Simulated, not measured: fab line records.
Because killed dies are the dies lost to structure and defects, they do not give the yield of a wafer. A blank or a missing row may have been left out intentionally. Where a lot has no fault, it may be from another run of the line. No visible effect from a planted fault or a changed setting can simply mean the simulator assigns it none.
The same fault as seen by 2 desks / flow ritCmos / numbers are kept per desk, each desk with only its own; the story behind them comes last

== AT THE TOOL OWNER'S DESK: lithoTrack-02 ==
The tool's own readings at RIT_NRETRO_COAT_01 (resist thk 1300 nm): means of the sampled wafers that have a number, for each lot that ran on this tool. A lot is out of limits, marked OUT, if its mean lies more than 4 standard deviations from the usual mean; the brackets give that distance.
Columns: A = spinSpeedRpm at RIT_NRETRO_COAT_01, usual 2000.1 rpm
lot=L798; first seen here=day 2 19:42; A=1999.5
lot=L812; first seen here=day 5 19:30; A=2001.3
lot=L815; first seen here=day 6 12:42; A=2000.3
lot=L816; first seen here=day 6 17:38; A=1999.3
This desk's finding: nothing out of limits on any of the 4 lots.

== FROM THE METROLOGY DESK ==
Lot by lot, what the gauges showed, no matter which tool ran the lot: averages of those sampled wafers that carry a number. A lot is out of limits, marked OUT, if its mean lies more than 4 standard deviations from the usual mean; the brackets give that distance.
Columns: A = PWELL_OVL at RIT_PWELL_OVL_MEAS_06, usual -0.2 nm; B = PWELL_TW at RIT_PWELL_TW_MEAS_10, usual 949; C = NWELL_RS at RIT_WELLDRIVE_RS_MEAS_01, usual 275.1 ohm/sq; D = PWELL_RS at RIT_WELLDRIVE_RS_MEAS_02, usual 428.7 ohm/sq; E = NRETRO_OVL at RIT_NRETRO_OVL_MEAS_06, usual -0.4 nm
lot=L798; first seen here=day 2 13:31; A=-0.1; B=939; C=276.7; D=428.4; E=-0.2
lot=L804; first seen here=day 3 19:41; A=-0.0; B=954; C=275.5; D=428.6; E=-0.3
lot=L805; first seen here=day 4 01:44; A=0.9; B=940; C=275.6; D=427.8; E=-1.4
lot=L811; first seen here=day 5 12:11; A=2.8; B=945; C=274.5; D=428.3; E=-1.3
lot=L812; first seen here=day 5 13:22; A=-0.2; B=946; C=274.8; D=429.6; E=-1.3
lot=L815; first seen here=day 6 04:55; A=-0.2; B=953; C=275.7; D=428.4; E=-0.8
lot=L816; first seen here=day 6 10:43; A=1.4; B=951; C=274.9; D=428.7; E=-2.6
This desk's finding: nothing out of limits on any of the 7 lots.

== BROUGHT TOGETHER ==
Nothing out of limits was seen by the tool owner's desk.
Metrology desk: nothing out of limits seen.

== WHAT THE SIMULATOR HAD INSERTED ==
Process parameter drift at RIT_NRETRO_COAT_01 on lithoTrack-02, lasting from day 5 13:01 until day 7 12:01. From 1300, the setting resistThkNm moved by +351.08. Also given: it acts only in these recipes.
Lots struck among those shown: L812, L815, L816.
